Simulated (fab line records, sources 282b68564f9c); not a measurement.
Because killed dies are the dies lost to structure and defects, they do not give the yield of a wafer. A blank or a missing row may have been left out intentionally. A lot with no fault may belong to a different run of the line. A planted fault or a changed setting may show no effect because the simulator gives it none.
fab line records	flow ritCmos
record: lots: 5	wafers: 15	lastDay: 7
route steps=202 shown CONTACT@175 M1@184
lots that met no fault: from a run of the same line without faults
startH: hours from the record's first day to the start of the lot's first wafer shown	waitH: hours from the lot's prior step to this one	" the same as in the row above	L1.1+2: a single row standing in for several wafers	- no value, or no start given	* or withheld: withheld	< > ~ a bound
route shown NAME@n: NAME is a module with steps in the file, n the number in the route of the first one	usual: average and standard deviation across the fault-free wafers	same: alike in all rows	chamber/n: place in a boat	sites: each site's reading	_std_site: standard deviation of those values	_edge_site: mean of outer sites minus mean of inner sites	radiusMm: how far each site lies from the wafer's centre	mask NAME#n: copy n	behind: the most recent tool/chamber to have shaped the wafer	hold: reason for holding the lot/hours on hold/outcome of the hold	device: whichever transistor did not switch (one of n, p or np)	end of line: tests of these same wafers at the route's end	where a step has no rows: the recipe by itself	killed: at the first sort, the dies lost to defects and structure; wafer yield is something else	map: a wafer's dies, x killed, . not, _ none there
set.NAME: the setting the step ran with; set.NAME@STEP: the setting that earlier step ran with	model.NAME: the simulator's own value behind a step, which no gauge read
lots at selected steps of the route; one table per step, one row per wafer
services: when a tool's chamber went out of use (startH, in hours from the record's first day, below 0 if earlier), for how many hours, and the reason
== steps ==
step: RIT_CONTACT_DEVELOP_07
recipe: resist: NOVOLAK	developTimeS: 120	devTempC: 22.12
lot.wafer	tool	chamber	startH	waitH
L079.2+5+6	lithoTrack-03	0	-	-
L082.4+5+6	lithoTrack-04	0	-	-
L089.2+3+6	lithoTrack-03	0	-	-
L091.1+2+6	lithoTrack-01	0	-	-
L097.1+2+3	lithoTrack-01	0	-	-
step: RIT_CONTACT_CD_MEAS_08
recipe: targetCdNm: 1000
usual: cdNm: 1000.6/2.3
lot.wafer	tool	chamber	startH	waitH	cdNm
L079.2	cdSem-02	-	80.52	-	1000.6
L079.5	"	-	"	"	1002.3
L079.6	"	-	"	"	1000.1
L082.4	cdSem-02	-	96.83	-	1001.8
L082.5	"	-	"	"	1001.2
L082.6	"	-	"	"	1002.3
L089.2	cdSem-02	-	138.61	-	996.9
L089.3	"	-	"	"	999.7
L089.6	"	-	"	"	999.1
L091.1	cdSem-01	-	147.17	-	1002.8
L091.2	"	-	"	"	1003.9
L091.6	"	-	"	"	1005.5
L097.1	cdSem-01	-	170.27	-	1004.3
L097.2	"	-	"	"	1001.3
L097.3	"	-	"	"	1002.3
step: RIT_CONTACT_OVL_MEAS_09
usual: CONTACT_OVL: -0.3/1.4
lot.wafer	tool	chamber	startH	waitH	CONTACT_OVL[nm]
L079.2	overlay-01	-	80.63	0.1	1.7
L079.5	"	-	"	"	0.9
L079.6	"	-	"	"	-0.6
L082.4	overlay-01	-	96.91	0.1	-1.6
L082.5	"	-	"	"	0.1
L082.6	"	-	"	"	0.0
L089.2	overlay-01	-	138.72	0.1	0.2
L089.3	"	-	"	"	-1.4
L089.6	"	-	"	"	2.7
L091.1	overlay-02	-	147.29	0.1	2.0
L091.2	"	-	"	"	-0.6
L091.6	"	-	"	"	1.0
L097.1	overlay-01	-	170.39	0.1	2.5
L097.2	"	-	"	"	2.2
L097.3	"	-	"	"	-0.1
step: RIT_CONTACT_HARDBAKE_10
recipe: resist: NOVOLAK	tempC: 140	timeS: 60
usual: plateTempC: 140.00/0.14
lot.wafer	tool	chamber	startH	waitH	plateTempC
L079.2	lithoTrack-01	0	80.68	0.0	139.99
L079.5	"	0	"	"	139.84
L079.6	"	0	"	"	139.80
L082.4	lithoTrack-01	0	97.00	0.1	140.25
L082.5	"	0	"	"	140.03
L082.6	"	0	"	"	139.95
L089.2	lithoTrack-03	0	138.77	0.0	140.27
L089.3	"	0	"	"	139.92
L089.6	"	0	"	"	139.90
L091.1	lithoTrack-01	0	147.45	0.2	139.90
L091.2	"	0	"	"	139.87
L091.6	"	0	"	"	139.92
L097.1	lithoTrack-04	0	170.42	0.0	140.02
L097.2	"	0	"	"	140.02
L097.3	"	0	"	"	139.87
step: RIT_CONTACT_ETCH_11
recipe: targetDepthA: 4800	overEtchFrac: 0.2	stopOn: TiSi2	chemistry: CHF3/CF4/Ar	target: SiO2	CHF3_flow_sccm: 50	cf4FlowSccm: 10	Ar_flow_sccm: 100	O2_flow_sccm: 5	pressureMtorr: 100	rfW: 200	timeS: 320
usual: drypumpMotorCurrentA: 5.5/0.42	mfcArSccm: 100.0/0.32	oesProductAu: 0.990/0.015	throttleValvePct: 8.86/0.12
same: overEtchFrac: 0.2
lot.wafer	tool	chamber	startH	waitH	drypumpMotorCurrentA	mfcArSccm	oesProductAu	rfHoursCounterH	throttleValvePct
L079.2	rieDiel-01	1	80.81	0.1	5.5	100.4	1.006	157	8.79
L079.5	"	1	"	"	5.5	99.7	1.004	-	8.79
L079.6	"	0	"	"	5.0	99.7	0.999	-	8.74
L082.4	rieDiel-02	0	97.08	0.1	5.9	99.9	1.003	11	8.77
L082.5	"	0	"	"	6.0	99.6	0.988	-	8.76
L082.6	"	1	"	"	4.8	100.1	0.977	-	9.03
L089.2	rieDiel-02	2	138.90	0.1	5.7	100.3	0.971	70	8.83
L089.3	"	0	"	"	6.0	100.3	1.001	12	8.77
L089.6	"	3	"	"	5.4	100.1	0.998	-	8.89
L091.1	rieDiel-04	0	147.60	0.1	6.2	99.8	1.004	14	8.92
L091.2	"	3	"	"	5.8	99.5	1.008	50	8.77
L091.6	"	2	"	"	5.8	99.8	0.968	-	9.13
L097.1	rieDiel-04	3	170.57	0.1	5.7	100.2	1.002	51	8.78
L097.2	"	1	"	"	4.9	99.8	0.997	120	8.81
L097.3	"	2	"	"	5.8	100.1	0.984	9	9.14
step: RIT_CONTACT_STRIP_12
recipe: chemistry: O2	timeS: 180	resist: NOVOLAK	platenTempC: withheld	powerW: 500	pressureMtorr: 4000	o2FlowSccm: 4000
usual: drypumpMotorCurrentA: 5.8/0.31	o2FlowSccm: 4002/12
lot.wafer	tool	chamber	startH	waitH	drypumpMotorCurrentA	o2FlowSccm	rfHoursCounterH
L079.2	plasmaAsher-04	0	81.00	0.1	6.2	3991	26
L079.5	"	1	"	"	5.5	4001	-
L079.6	"	0	"	"	6.2	4004	-
L082.4	plasmaAsher-04	0	97.33	0.2	6.2	4002	-
L082.5	"	1	"	"	5.5	4002	-
L082.6	"	0	"	"	6.2	4000	-
L089.2	plasmaAsher-03	0	139.09	0.1	5.8	4012	51
L089.3	"	1	"	"	5.6	3998	-
L089.6	"	0	"	"	5.8	4007	-
L091.1	plasmaAsher-03	0	147.80	0.1	5.8	4022	52
L091.2	"	1	"	"	5.7	3991	52
L091.6	"	1	"	"	5.7	3995	-
L097.1	plasmaAsher-03	0	170.77	0.1	5.9	3997	55
L097.2	"	1	"	"	5.7	4023	55
L097.3	"	0	"	"	5.8	4007	-
step: RIT_CONTACT_CD_MEAS_90
recipe: targetCdNm: 1000
usual: cdNm: 1000.5/2.3
lot.wafer	tool	chamber	startH	waitH	cdNm
L079.2	cdSem-01	-	81.20	0.1	1000.3
L079.5	"	-	"	"	1001.8
L079.6	"	-	"	"	999.5
L082.4	cdSem-01	-	97.51	0.1	1001.7
L082.5	"	-	"	"	1000.9
L082.6	"	-	"	"	1002.4
L089.2	cdSem-02	-	139.28	0.1	996.6
L089.3	"	-	"	"	999.5
L089.6	"	-	"	"	998.8
L091.1	cdSem-01	-	147.97	0.1	1001.8
L091.2	"	-	"	"	1004.3
L091.6	"	-	"	"	1005.9
L097.1	cdSem-01	-	170.94	0.1	1003.9
L097.2	"	-	"	"	1001.2
L097.3	"	-	"	"	1002.5
step: RIT_CONTACT_CLEAN_13
recipe: chemistry: SC1	mix: 3:3:50	timeS: 600	tempC: 75
usual: bathHeatDutyPct: 15.9/1.9
lot.wafer	tool	chamber	startH	waitH	bathHeatDutyPct
L079.2	wetBench-01	2	81.30	0.1	11.9
L079.5	"	2	"	"	12.0
L079.6	"	2	"	"	11.8
L082.4	wetBench-01	1	97.57	0.0	14.5
L082.5	"	1	"	"	14.0
L082.6	"	1	"	"	13.9
L089.2	wetBench-02	3	139.38	0.1	14.2
L089.3	"	3	"	"	15.0
L089.6	"	3	"	"	13.8
L091.1	wetBench-03	1	148.09	0.1	14.2
L091.2	"	1	"	"	14.3
L091.6	"	1	"	"	14.4
L097.1	wetBench-03	2	171.06	0.1	15.0
L097.2	"	2	"	"	15.0
L097.3	"	2	"	"	16.2
step: RIT_CONTACT_CLEAN_14
recipe: chemistry: SC2	mix: 3:3:50	timeS: 600	tempC: 75	dry: n2Spin
usual: bathHeatDutyPct: 16.2/2.1
lot.wafer	tool	chamber	startH	waitH	bathHeatDutyPct
L079.2	wetBench-02	0	81.47	0.0	18.9
L079.5	"	0	"	"	17.5
L079.6	"	0	"	"	18.7
L082.4	wetBench-03	1	97.74	0.0	13.8
L082.5	"	1	"	"	13.3
L082.6	"	1	"	"	13.8
L089.2	wetBench-01	1	139.56	0.0	13.6
L089.3	"	1	"	"	13.9
L089.6	"	1	"	"	14.2
L091.1	wetBench-02	3	148.28	0.0	14.4
L091.2	"	3	"	"	14.2
L091.6	"	3	"	"	13.1
L097.1	wetBench-03	3	171.24	0.0	19.1
L097.2	"	3	"	"	18.8
L097.3	"	3	"	"	19.2
step: RIT_M1_SPUTTER_00
recipe: material: Al	targetThkNm: 400	powerW: 2000	chamberPressurePa: 0.4	gas: Ar	timeS: 500	substrateTempC: 25
usual: throttleValvePct: 29.8/0.97
lot.wafer	tool	chamber	startH	waitH	throttleValvePct
L079.2	pvdSputter-01	-	81.66	0.0	29.1
L079.5	"	-	"	"	30.0
L079.6	"	-	"	"	29.0
L082.4	pvdSputter-02	-	97.92	0.0	29.2
L082.5	"	-	"	"	30.1
L082.6	"	-	"	"	29.4
L089.2	pvdSputter-02	-	139.78	0.0	30.2
L089.3	"	-	"	"	28.7
L089.6	"	-	"	"	28.9
L091.1	pvdSputter-01	-	148.46	0.0	30.3
L091.2	"	-	"	"	31.2
L091.6	"	-	"	"	31.3
L097.1	pvdSputter-03	-	171.41	0.0	30.2
L097.2	"	-	"	"	29.5
L097.3	"	-	"	"	32.4
step: RIT_M1_RS_MEAS_01
recipe: thkMeasGauge: four-point-probe	reads: Al_of_M1_SPUTTER_00
usual: M1_AL_RS: 0.0735/0.00095
lot.wafer	tool	chamber	startH	waitH	M1_AL_RS[ohm/sq]
L079.2	filmMetro-04	-	81.98	0.2	0.0748
L079.5	"	-	"	"	0.0747
L079.6	"	-	"	"	0.0744
L082.4	filmMetro-01	-	98.27	0.2	0.0731
L082.5	"	-	"	"	0.0741
L082.6	"	-	"	"	0.0739
L089.2	filmMetro-01	-	140.09	0.2	0.0737
L089.3	"	-	"	"	0.0742
L089.6	"	-	"	"	0.0744
L091.1	filmMetro-02	-	148.75	0.1	0.0749
L091.2	"	-	"	"	0.0736
L091.6	"	-	"	"	0.0732
L097.1	filmMetro-04	-	171.71	0.1	0.0749
L097.2	"	-	"	"	0.0736
L097.3	"	-	"	"	0.0726
step: RIT_M1_THK_MEAS_02
recipe: thkMeasGauge: xrf	reads: Al_of_M1_SPUTTER_00
usual: M1_AL_THK: 389/5.2
lot.wafer	tool	chamber	startH	waitH	M1_AL_THK[nm]
L079.2	filmMetro-04	-	82.09	0.1	383
L079.5	"	-	"	"	381
L079.6	"	-	"	"	386
L082.4	filmMetro-01	-	98.36	0.1	391
L082.5	"	-	"	"	386
L082.6	"	-	"	"	388
L089.2	filmMetro-01	-	140.20	0.1	389
L089.3	"	-	"	"	385
L089.6	"	-	"	"	383
L091.1	filmMetro-02	-	148.87	0.1	380
L091.2	"	-	"	"	384
L091.6	"	-	"	"	388
L097.1	filmMetro-04	-	171.83	0.1	384
L097.2	"	-	"	"	389
L097.3	"	-	"	"	396
step: RIT_M1_HMDS_03
recipe: primeTimeS: 60	primeTempC: 140
lot.wafer	tool	chamber	startH	waitH
L079.2+5+6	lithoTrack-04	0	82.20	0.1
L082.4+5+6	lithoTrack-04	0	98.47	0.1
L089.2+3+6	lithoTrack-04	0	140.33	0.1
L091.1+2+6	lithoTrack-01	0	148.99	0.1
L097.1+2+3	lithoTrack-02	0	171.89	0.1
step: RIT_M1_COAT_04
recipe: resist: NOVOLAK	spinRpm: 2000	resistThkNm: 1283
lot.wafer	tool	chamber	startH	waitH
L079.2+5+6	lithoTrack-04	0	82.35	0.1
L082.4+5+6	lithoTrack-04	0	98.62	0.1
L089.2+3+6	lithoTrack-04	0	140.48	0.1
L091.1+2+6	lithoTrack-01	0	149.14	0.1
L097.1+2+3	lithoTrack-02	0	172.04	0.1
step: RIT_M1_SOFTBAKE_05
recipe: resist: NOVOLAK	tempC: 90	timeS: 60
usual: plateTempC: 89.98/0.12
lot.wafer	tool	chamber	startH	waitH	plateTempC
L079.2	lithoTrack-04	0	82.50	0.1	89.95
L079.5	"	0	"	"	90.01
L079.6	"	0	"	"	89.83
L082.4	lithoTrack-04	0	98.77	0.1	90.08
L082.5	"	0	"	"	90.00
L082.6	"	0	"	"	89.87
L089.2	lithoTrack-04	0	140.63	0.1	90.11
L089.3	"	0	"	"	89.98
L089.6	"	0	"	"	90.05
L091.1	lithoTrack-01	0	149.29	0.1	89.91
L091.2	"	0	"	"	89.91
L091.6	"	0	"	"	89.88
L097.1	lithoTrack-02	0	172.19	0.1	90.03
L097.2	"	0	"	"	90.15
L097.3	"	0	"	"	90.11
step: RIT_M1_EXPOSE_06
recipe: maskId: M12	na: 0.6	sourceShape: conventional	sigmaOuter: 0.5	targetCdNm: 2600	doseMj: 248.4
usual: stageVelMmS: 500.03/0.24
same: na: 0.6
lot.wafer	tool	chamber	startH	waitH	mask	stageVelMmS
L079.2	ilineStepper-02	0	82.65	0.1	M12#0	500.30
L079.5	"	0	"	"	M12#0	500.21
L079.6	"	0	"	"	M12#0	500.09
L082.4	ilineStepper-01	0	98.90	0.1	M12#0	500.08
L082.5	"	0	"	"	M12#0	499.96
L082.6	"	0	"	"	M12#0	500.08
L089.2	ilineStepper-01	0	140.77	0.1	M12#0	499.49
L089.3	"	0	"	"	M12#0	499.90
L089.6	"	0	"	"	M12#0	499.44
L091.1	ilineStepper-02	0	149.56	0.2	M12#0	500.23
L091.2	"	0	"	"	M12#0	500.14
L091.6	"	0	"	"	M12#0	500.09
L097.1	ilineStepper-01	0	172.46	0.2	M12#0	500.05
L097.2	"	0	"	"	M12#0	500.06
L097.3	"	0	"	"	M12#0	499.97
step: RIT_M1_PEB_07
recipe: resist: NOVOLAK	tempC: withheld	timeS: withheld
lot.wafer	tool	chamber	startH	waitH
L079.2+5+6	lithoTrack-01	0	82.77	0.1
L082.4+5+6	lithoTrack-04	0	99.03	0.1
L089.2+3+6	lithoTrack-02	0	141.15	0.4
L091.1+2+6	lithoTrack-02	0	149.68	0.1
L097.1+2+3	lithoTrack-02	0	172.58	0.1
step: RIT_M1_DEVELOP_08
recipe: resist: NOVOLAK	developTimeS: 68	devTempC: 23
lot.wafer	tool	chamber	startH	waitH
L079.2+5+6	lithoTrack-01	0	-	-
L082.4+5+6	lithoTrack-04	0	-	-
L089.2+3+6	lithoTrack-02	0	-	-
L091.1+2+6	lithoTrack-02	0	-	-
L097.1+2+3	lithoTrack-02	0	-	-
step: RIT_M1_CD_MEAS_09
recipe: targetCdNm: 2600
usual: cdNm: 2599.4/1.7
lot.wafer	tool	chamber	startH	waitH	cdNm
L079.2	cdSem-01	-	83.08	-	2599.1
L079.5	"	-	"	"	2596.3
L079.6	"	-	"	"	2598.2
L082.4	cdSem-02	-	99.33	-	2601.5
L082.5	"	-	"	"	2600.6
L082.6	"	-	"	"	2599.0
L089.2	cdSem-01	-	141.45	-	2597.4
L089.3	"	-	"	"	2597.6
L089.6	"	-	"	"	2598.0
L091.1	cdSem-02	-	149.99	-	2599.0
L091.2	"	-	"	"	2598.7
L091.6	"	-	"	"	2599.1
L097.1	cdSem-01	-	172.89	-	2596.4
L097.2	"	-	"	"	2598.3
L097.3	"	-	"	"	2600.5
step: RIT_M1_OVL_MEAS_10
usual: M1_OVL: -0.4/1.4
lot.wafer	tool	chamber	startH	waitH	M1_OVL[nm]
L079.2	overlay-02	-	83.18	0.1	1.6
L079.5	"	-	"	"	0.4
L079.6	"	-	"	"	0.1
L082.4	overlay-02	-	99.41	0.1	0.2
L082.5	"	-	"	"	-0.4
L082.6	"	-	"	"	-2.3
L089.2	overlay-02	-	141.56	0.1	1.1
L089.3	"	-	"	"	-0.2
L089.6	"	-	"	"	0.4
L091.1	overlay-02	-	150.11	0.1	1.2
L091.2	"	-	"	"	-0.9
L091.6	"	-	"	"	3.0
L097.1	overlay-02	-	173.01	0.1	2.7
L097.2	"	-	"	"	2.1
L097.3	"	-	"	"	1.2
step: RIT_M1_HARDBAKE_11
recipe: resist: NOVOLAK	tempC: 140	timeS: 120
usual: plateTempC: 140.00/0.15
lot.wafer	tool	chamber	startH	waitH	plateTempC
L079.2	lithoTrack-04	0	83.34	0.2	140.08
L079.5	"	0	"	"	140.01
L079.6	"	0	"	"	139.71
L082.4	lithoTrack-02	0	99.55	0.1	140.18
L082.5	"	0	"	"	140.15
L082.6	"	0	"	"	140.24
L089.2	lithoTrack-02	0	141.94	0.4	140.25
L089.3	"	0	"	"	140.04
L089.6	"	0	"	"	140.02
L091.1	lithoTrack-04	0	150.15	0.0	140.27
L091.2	"	0	"	"	140.14
L091.6	"	0	"	"	139.97
L097.1	lithoTrack-02	0	173.05	0.0	139.90
L097.2	"	0	"	"	140.03
L097.3	"	0	"	"	139.93
step: RIT_M1_METAL_ETCH_12
recipe: stopOn: SiO2	chemistry: Cl2/BCl3	target: Al	timeS: 165	overEtchFrac: 0.5	pressureMtorr: 100	targetDepthA: 6000	rfW: 250	Cl2_flow_sccm: 60	bcl3FlowSccm: 50
usual: drypumpMotorCurrentA: 5.71/0.19	oesProductAu: 0.778/0.011	throttleValvePct: 8.27/0.14
same: overEtchFrac: 0.5
lot.wafer	tool	chamber	startH	waitH	drypumpMotorCurrentA	oesProductAu	rfHoursCounterH	throttleValvePct
L079.2	rieMetal-01	0	83.55	0.2	5.68	0.777	4	8.31
L079.5	"	0	"	"	5.69	0.780	-	8.30
L079.6	"	1	"	"	5.78	0.758	-	8.08
L082.4	rieMetal-01	1	99.73	0.1	5.78	0.768	-	8.06
L082.5	"	1	"	"	5.79	0.760	-	8.09
L082.6	"	0	"	"	5.70	0.775	-	8.30
L089.2	rieMetal-03	0	142.15	0.2	5.68	0.780	1	8.08
L089.3	"	1	"	"	5.39	0.781	-	8.37
L089.6	"	1	"	"	5.36	0.767	-	8.37
L091.1	rieMetal-03	1	150.40	0.2	5.46	0.763	2	8.37
L091.2	"	0	"	"	5.67	0.781	1	8.09
L091.6	"	0	"	"	5.65	0.773	-	8.08
L097.1	rieMetal-03	1	173.30	0.2	5.43	0.770	2	8.37
L097.2	"	1	"	"	5.43	0.780	-	8.36
L097.3	"	1	"	"	5.42	0.790	-	8.37
step: RIT_M1_STRIP_13
recipe: chemistry: nmp	resist: NOVOLAK	tempC: 80	timeS: 600	dry: n2Spin
usual: bathHeatDutyPct: 19.8/2.4
lot.wafer	tool	chamber	startH	waitH	bathHeatDutyPct
L079.2	wetBench-02	2	83.72	0.1	16.7
L079.5	"	2	"	"	16.8
L079.6	"	2	"	"	18.2
L082.4	wetBench-04	0	99.84	0.1	22.1
L082.5	"	0	"	"	21.8
L082.6	"	0	"	"	21.2
L089.2	wetBench-04	1	142.31	0.1	18.2
L089.3	"	1	"	"	16.2
L089.6	"	1	"	"	18.6
L091.1	wetBench-01	0	150.56	0.1	19.6
L091.2	"	0	"	"	19.9
L091.6	"	0	"	"	20.4
L097.1	wetBench-04	0	173.62	0.3	21.8
L097.2	"	0	"	"	22.7
L097.3	"	0	"	"	23.6
step: RIT_M1_STRIP_14
recipe: chemistry: O2	timeS: 180	platenTempC: withheld	powerW: 500	pressureMtorr: 4000	o2FlowSccm: 4000
usual: drypumpMotorCurrentA: 5.9/0.41	o2FlowSccm: 4000/13
lot.wafer	tool	chamber	startH	waitH	drypumpMotorCurrentA	o2FlowSccm	rfHoursCounterH
L079.2	plasmaAsher-01	0	83.89	0.0	5.4	4007	45
L079.5	"	0	"	"	5.4	4022	-
L079.6	"	1	"	"	6.5	4014	-
L082.4	plasmaAsher-01	0	100.07	0.1	5.5	4019	-
L082.5	"	1	"	"	6.5	4003	-
L082.6	"	0	"	"	5.4	3999	-
L089.2	plasmaAsher-04	0	142.48	0.0	6.2	3991	36
L089.3	"	0	"	"	6.2	4001	-
L089.6	"	0	"	"	6.2	3996	-
L091.1	plasmaAsher-03	1	150.74	0.0	5.7	3982	53
L091.2	"	0	"	"	5.8	3994	53
L091.6	"	1	"	"	5.6	4004	-
L097.1	plasmaAsher-04	1	173.80	0.0	5.5	3991	40
L097.2	"	0	"	"	6.2	4002	40
L097.3	"	1	"	"	5.5	3979	-
step: RIT_M1_CD_MEAS_90
recipe: targetCdNm: 2600
usual: cdNm: 2600.1/2.3
lot.wafer	tool	chamber	startH	waitH	cdNm
L079.2	cdSem-01	-	84.09	0.1	2598.3
L079.5	"	-	"	"	2597.0
L079.6	"	-	"	"	2597.2
L082.4	cdSem-01	-	100.25	0.1	2599.9
L082.5	"	-	"	"	2599.1
L082.6	"	-	"	"	2599.0
L089.2	cdSem-02	-	142.68	0.1	2596.5
L089.3	"	-	"	"	2600.3
L089.6	"	-	"	"	2601.4
L091.1	cdSem-02	-	150.91	0.1	2601.2
L091.2	"	-	"	"	2597.3
L091.6	"	-	"	"	2597.9
L097.1	cdSem-02	-	173.97	0.1	2598.8
L097.2	"	-	"	"	2602.4
L097.3	"	-	"	"	2604.4
step: RIT_M1_ANNEAL_15
recipe: tempC: 450	timeS: 1800	ambient: forming_gas_H2N2
lot.wafer	tool	chamber	startH	waitH
L079.2+5+6	-	-	86.18	2.1
L082.4+5+6	-	-	101.48	1.2
L089.2+3+6	-	-	143.90	1.2
L091.1+2+6	-	-	152.25	1.3
L097.1+2+3	-	-	174.09	0.1
step: RIT_M1_BOW_MEAS_16
recipe: mode: bow
usual: M1_BOW: 18/5.8
lot.wafer	tool	chamber	startH	waitH	M1_BOW[um]
L079.2	filmMetro-04	-	87.70	0.0	17
L079.5	"	-	"	"	18
L079.6	"	-	"	"	14
L082.4	filmMetro-02	-	103.04	0.1	25
L082.5	"	-	"	"	13
L082.6	"	-	"	"	30
L089.2	filmMetro-04	-	145.42	0.0	16
L089.3	"	-	"	"	9
L089.6	"	-	"	"	21
L091.1	filmMetro-01	-	153.75	0.0	23
L091.2	"	-	"	"	17
L091.6	"	-	"	"	16
L097.1	filmMetro-01	-	175.59	0.0	19
L097.2	"	-	"	"	11
L097.3	"	-	"	"	21
step: RIT_M1_PROBE_99
usual: defectLimitedYield: 97.4/1.1	killed_at_M0_to_M3: 0.0/0.2	killedAtContacts: 0.0/0.2	killedAtFrontEnd: 6.8/2.9	killedDies: 6.8/2.9	killedOpen: 3.3/1.9	killedShort: 3.5/2	sort_bin_3_pad_short: 0.1/0.21	sort_bin_5_function: 1.4/0.74	sort_bin_6_memory: 1.1/0.67	sortNPass: 257.2/2.9	sortYieldPct: 97.4/1.1
same: grossDies: 264	killed_at_M4_up: 0	killedAtBackSide: 0	killedAtOther: 0
lot.wafer	tool	chamber	startH	waitH	defectLimitedYield[%]	killed_at_M0_to_M3	killedAtContacts	killedAtFrontEnd	killedDies	killedOpen	killedShort	sort_bin_3_pad_short[%]	sort_bin_5_function[%]	sort_bin_6_memory[%]	sortNPass	sortYieldPct[%]
L079.2	prober-02	-	87.85	0.1	97.7	0	0	6	6	5	1	0	2.3	0	258.0	97.7
L079.5	prober-02	-	88.00	0.2	97.3	0	0	7	7	3	4	0.8	0.8	1.1	257.0	97.3
L079.6	prober-02	-	88.05	0.2	97.0	0	0	8	8	5	3	0	2.7	0.4	256.0	97.0
L082.4	prober-01	-	103.55	0.5	98.5	0	0	4	4	2	2	0	1.1	0.4	260.0	98.5
L082.5	prober-01	-	103.60	0.5	97.7	1	0	5	6	2	4	0	1.1	1.1	258.0	97.7
L082.6	prober-01	-	103.65	0.6	98.9	0	1	2	3	1	2	0	1.1	0	261.0	98.9
L089.2	prober-02	-	145.57	0.1	98.5	0	0	4	4	1	3	0	0	1.5	260.0	98.5
L089.3	prober-02	-	145.62	0.2	98.5	0	0	4	4	1	3	0	1.1	0.4	260.0	98.5
L089.6	prober-02	-	145.77	0.2	96.2	0	0	10	10	8	2	0	1.1	2.7	254.0	96.2
L091.1	prober-02	-	153.87	0.1	95.8	0	0	11	11	9	2	0.4	2.3	1.5	253.0	95.8
L091.2	prober-02	-	153.92	0.1	99.2	0	0	2	2	2	0	0	0.4	0.4	262.0	99.2
L091.6	prober-02	-	154.12	0.2	96.6	0	0	9	9	5	4	0	2.3	1.1	255.0	96.6
L097.1	prober-02	-	175.71	0.1	98.9	0	0	3	3	2	1	0	0.4	0.8	261.0	98.9
L097.2	prober-02	-	175.76	0.1	97.3	0	0	7	7	2	5	0	1.9	0.8	257.0	97.3
L097.3	prober-02	-	175.81	0.2	98.9	0	0	3	3	1	2	0	1.1	0	261.0	98.9
killed by level:class
L079.2 GATE:geometricParticle:open=5 GATE:geometricParticle:short=1
L079.5 GATE:geometricParticle:short=3 GATE:geometricParticle:open=2 FOX2:geometricParticle:short=1 SILICIDE:geometricParticle:open=1
L079.6 SILICIDE:geometricParticle:open=2 SILICIDE:geometricParticle:short=2 FOX1:geometricParticle:short=1 FOX1:geometricParticle:open=1 REOX:geometricParticle:open=1 SPACER:geometricParticle:open=1
L082.4 FOX1:geometricParticle:short=1 FOX1:geometricParticle:open=1 GATE:geometricParticle:open=1 SPACER:geometricParticle:short=1
L082.5 FOX1:geometricParticle:short=1 GATE:geometricParticle:short=1 REOX:geometricParticle:short=1 REOX:geometricParticle:open=1 SPACER:geometricParticle:open=1 M1:geometricParticle:short=1
L082.6 GATE:geometricParticle:short=1 SPACER:geometricParticle:short=1 CONTACT:geometricParticle:open=1
L089.2 GATE:geometricParticle:short=2 FOX2:geometricParticle:open=1 SPACER:geometricParticle:short=1
L089.3 FOX1:geometricParticle:short=1 GATE:geometricParticle:open=1 GATE:geometricParticle:short=1 SILICIDE:geometricParticle:short=1
L089.6 GATE:geometricParticle:open=5 SPACER:geometricParticle:short=2 SPACER:geometricParticle:open=2 SILICIDE:geometricParticle:open=1
L091.1 GATE:geometricParticle:open=5 SPACER:geometricParticle:open=2 FOX1:geometricParticle:open=1 GATE:geometricParticle:short=1 REOX:geometricParticle:open=1 SPACER:geometricParticle:short=1
L091.2 GATE:geometricParticle:open=1 SILICIDE:geometricParticle:open=1
L091.6 GATE:geometricParticle:short=2 GATE:geometricParticle:open=2 SPACER:geometricParticle:open=2 FOX1:geometricParticle:short=1 REOX:geometricParticle:open=1 SPACER:geometricParticle:short=1
L097.1 FOX1:geometricParticle:open=1 REOX:geometricParticle:short=1 REOX:geometricParticle:open=1
L097.2 REOX:geometricParticle:short=2 ACTIVE:geometricParticle:open=1 FOX1:geometricParticle:short=1 FOX2:geometricParticle:open=1 FOX2:geometricParticle:short=1 GATE:geometricParticle:short=1
L097.3 GATE:geometricParticle:short=1 SILICIDE:geometricParticle:open=1 SILICIDE:geometricParticle:short=1
== services ==
tool	chamber	startH	hours	kind
ilineStepper-01	-	56.46	3.6	repair
rieMetal-03	-	59.71	0.1	repair
pvdSputter-03	-	65.36	24.6	repair
furnace-02	-	72.14	3.2	pm
pvdSputter-02	-	84.48	2.0	repair
rieDiel-01	2	84.55	14.7	repair
plasmaAsher-03	-	91.42	15.0	pm
rieMetal-03	-	92.03	0.5	repair
ilineStepper-02	-	92.58	1.7	pm
plasmaAsher-01	-	106.39	14.1	pm
pvdSputter-01	-	107.90	4.5	repair
rieDiel-04	2	109.09	2.8	repair
furnace-04	-	114.10	3.2	pm
plasmaAsher-01	-	120.52	9.0	pm
plasmaAsher-01	0	120.52	9.0	ventCycle
pvdSputter-01	-	138.30	9.8	repair
ilineStepper-01	0	148.98	-	calibration
pvdSputter-02	-	155.98	2.3	repair
rieDiel-01	0	157.50	9.7	repair
furnace-02	-	164.48	8.1	pm
rieMetal-03	0	166.59	6.9	repair
plasmaAsher-03	-	168.17	2.4	repair
ilineStepper-01	-	168.54	1.7	pm
plasmaAsher-01	-	170.68	2.9	repair
== key ==
fault none
